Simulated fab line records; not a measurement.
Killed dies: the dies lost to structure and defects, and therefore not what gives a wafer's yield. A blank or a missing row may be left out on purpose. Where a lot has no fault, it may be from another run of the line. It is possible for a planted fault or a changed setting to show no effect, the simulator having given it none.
Which tool is to blame?    flow berkeley_cmos170    7 lots, 21 wafers sampled, at 2 steps of a route of 331

== WHAT EACH GAUGE READ, for each wafer ==
UCB170_M1_RS_MEAS_01: the measuring method here is four-point-probe.
lot   measured      on             M1_AL_RS (ohm/sq)
L908  day 8 18:04   film_metro-02  0.0486 0.0483 0.0482
L910  day 9 07:41   film_metro-01  0.0485 0.0493 0.0485
L911  day 9 07:40   film_metro-03  0.0484 0.0485 0.0476
L919  day 10 14:29  film_metro-01  0.0496 0.0493 0.0486
L918  day 10 21:19  film_metro-03  0.0492 0.0481 0.0480
L926  day 12 06:46  film_metro-01  0.0476 0.0480 0.0484
L928  day 12 14:53  film_metro-02  0.0484 0.0488 0.0491

== EACH LOT AND THE TOOL THAT RAN IT (in order: tool; ch and the chambers of the sampled wafers; start) ==
lot   UCB170_M1_SPUTTER_00
L908  pvd_sputter-03, day 8 18:01
L910  pvd_sputter-02, day 9 07:36
L911  pvd_sputter-03, day 9 07:36
L919  pvd_sputter-02, day 10 14:16
L918  pvd_sputter-01, day 10 21:15
L926  pvd_sputter-01, day 12 06:43
L928  pvd_sputter-01, day 12 14:48
- UCB170_M1_SPUTTER_00: material Al, target thk 600 nm, time 80 s.

== THE ANSWER, worked out from the rows above alone ==
Rule: usual is defined by the lots themselves. The widest of any qualifying gaps counts: lots, ordered by their means at a reading, are off when they make up no more than a third of the lots, leave a main group of 4 or more, and stand apart from it by 3 or more times the standard deviation of that group's means. A main group whose means are all the same, to the digits that the tables above print for the reading, isn't used. A lot without any number at a reading at which 4 lots or more have one is off too. The other lots that the step has rows for count as sound.
Nothing can be told from this: no lot is off at any reading shown.

== WHAT THE SIMULATOR PUT IN ==
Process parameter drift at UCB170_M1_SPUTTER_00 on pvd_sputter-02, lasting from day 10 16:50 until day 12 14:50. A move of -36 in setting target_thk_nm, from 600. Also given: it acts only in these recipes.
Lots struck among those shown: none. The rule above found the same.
